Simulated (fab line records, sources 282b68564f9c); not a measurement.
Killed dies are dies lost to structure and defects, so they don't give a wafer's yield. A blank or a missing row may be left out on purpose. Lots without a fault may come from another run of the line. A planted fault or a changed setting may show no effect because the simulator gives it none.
Chamber matching | flow rit_cmos | RIT_GATE_ETCH_19 on rie_si-02: 4 sister chambers
The step etches poly-Si in SF6/CHF3/O2, stops on SiO2, time 165 s, target depth 312.5 nm. 8 wafers are shown with their chamber, then 7 later ones without.

WAFERS WITH THEIR CHAMBER
wafer  | chamber | drypump_motor_current_A (A) | throttle_valve_pct (%)
L560.2 | 3       | 5.6                         | 10.18
L562.1 | 1       | 5.9                         | 10.20
L562.5 | 1       | 6.0                         | 10.20
L566.1 | 3       | 5.7                         | 10.17
L566.4 | 0       | 6.6                         | 10.28
L566.6 | 2       | 6.2                         | 10.20
L574.2 | 2       | 6.1                         | 10.19
L574.3 | 0       | 6.7                         | 10.27

WAFERS WITHOUT THEIR CHAMBER
wafer  | drypump_motor_current_A (A) | throttle_valve_pct (%)
L574.6 | 6.7                         | 10.28
L578.2 | 5.7                         | 10.19
L578.4 | 6.0                         | 10.18
L578.5 | 5.6                         | 10.18
L580.2 | 6.2                         | 10.21
L580.4 | 5.6                         | 10.18
L580.5 | 6.6                         | 10.27

WHICH CHAMBER EACH WENT THROUGH
wafer  | from the rows above          | in truth
L574.6 | 0                            | 0
L578.2 | can't be placed: 3 or 1      | 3
L578.4 | can't be placed: 2 or 1 or 3 | 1
L578.5 | 3                            | 3
L580.2 | can't be placed: 2 or 1      | 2
L580.4 | 3                            | 3
L580.5 | 0                            | 0
Placed correctly: 4 of 7. Can't be placed from these rows: 3 (the true chamber is among the candidates in 3). Placed wrongly: 0.
How it was worked out, from the rows above alone: a wafer's distance from a chamber is the root of the sum, over the readings, of the square of ((its reading less the chamber's mean) divided by the reading's scatter). The wafer belongs to the nearest chamber; if the next one is less than 2 further off, it can't be placed. A chamber's mean is the mean of its shown wafers. The scatter: the root of (the sum of the squares of (reading less its chamber's mean) over the shown wafers, divided by (wafers less chambers)).
